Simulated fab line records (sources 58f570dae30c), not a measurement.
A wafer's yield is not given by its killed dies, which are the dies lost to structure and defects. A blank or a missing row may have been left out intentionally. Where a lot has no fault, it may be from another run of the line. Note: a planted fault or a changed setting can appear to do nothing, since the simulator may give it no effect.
A struck lot beside a sound one :: flow berkeley-cmos170 :: 19 out of 331 route steps
Sound: wafers L629.1, L629.5, L629.6. The struck wafers were L630.3, L630.5, L630.6. The cause comes at the end.
Per side, at each step with rows, come the tool, then ch with its chambers, and then its first start. Under that, the readings that differ: sound wafers :: struck wafers :: difference of the means :: sigmas: that difference in standard deviations of wafers without a fault.
alike: a reading whose means differ by less than 2 such deviations, as well as words and numbers matching on both sides. not compared: withheld readings; readings where some wafer has no value; bounds like >300 that might hide an equal value; numbers whose values overlap and for which the record gives no deviation.
Wherever a step has rows on one side only, a row that says differs or no value, or a row with sigmas, the two part there. When numbers do not overlap yet have no deviation, they are printed without sigmas and do not part them. A reading missing from all wafers of one side parts the sides only when that side holds two or more wafers.

first, 5 steps without rows for these wafers: UCB170_PSD_COAT_01 (resist thk 900 nm); UCB170_PSD_SOFTBAKE_02 (time 60 s); UCB170_PSD_EXPOSE_03 (exposes mask PSELECT MOD, target cd 1200 nm); UCB170_PSD_PEB_04; UCB170_PSD_DEVELOP_05 (develop time 45 s).
UCB170_PSD_CD_MEAS_06: the cd target is 1200 nm.
  struck on cd-sem-01, day 7 01:11; sound on cd-sem-02, day 6 17:36
  alike: cd-nm
UCB170_PSD_OVL_MEAS_07:
  struck on overlay-01, day 7 01:17; sound on overlay-01, day 6 17:43
  alike: PSD_OVL
next, for these wafers, 1 step has no rows: UCB170_PSD_IMPLANT_08.
UCB170_PSD_STRIP_09: strips in O2.
  sound on plasma-asher-01 ch 0,1, day 6 17:55; struck on plasma-asher-01 ch 0,1, day 7 01:29
  alike: drypump-motor-current-A, oes-product-au, strip-time-to-endpoint-s
  not compared: rf-hours-counter-h
UCB170_PSD_TW_MEAS_10:
  struck on film-metro-04, day 7 01:35; sound on film-metro-03, day 6 18:01
  alike: PSD_TW
then, 2 steps without rows for these wafers: UCB170_PSD_CLEAN_11 (cleans in SPM, time 600 s); UCB170_NSD_HMDS_00 (prime time 60 s).
UCB170_NSD_COAT_01: resist thk 900 nm.
  sound on litho-track-02 ch 0, day 6 18:42; struck on litho-track-01, day 7 05:47
  no value came back on the struck wafers for chill-plate-temp-C (C), dispense-pressure-kPa (kPa); on the sound wafers chill-plate-temp-C (C) reads 22.98 23.07 23.25
then, 4 steps without rows for these wafers: UCB170_NSD_SOFTBAKE_02 (time 60 s); UCB170_NSD_EXPOSE_03 (exposes mask NSELECT MOD, target cd 1200 nm); UCB170_NSD_PEB_04; UCB170_NSD_DEVELOP_05 (develop time 45 s).
UCB170_NSD_CD_MEAS_06: the cd target is 1200 nm.
  struck on cd-sem-01, day 7 07:42; sound on cd-sem-02, day 6 19:25
reading: cd-nm (nm)
sound: 1199.7 1200.6 1199.8
struck: - - -
difference: no value on the struck wafers
sigmas: 
UCB170_NSD_OVL_MEAS_07:
  struck on overlay-02, day 7 07:47; sound on overlay-01, day 6 19:32
reading: NSD_OVL (nm)
sound: -9 -2 5
struck: - - -
difference: no value on the struck wafers
sigmas: 

## WHERE THEY PART
First at UCB170_NSD_COAT_01; last, within this record, at UCB170_NSD_OVL_MEAS_07.

WHY: what the simulator had put in
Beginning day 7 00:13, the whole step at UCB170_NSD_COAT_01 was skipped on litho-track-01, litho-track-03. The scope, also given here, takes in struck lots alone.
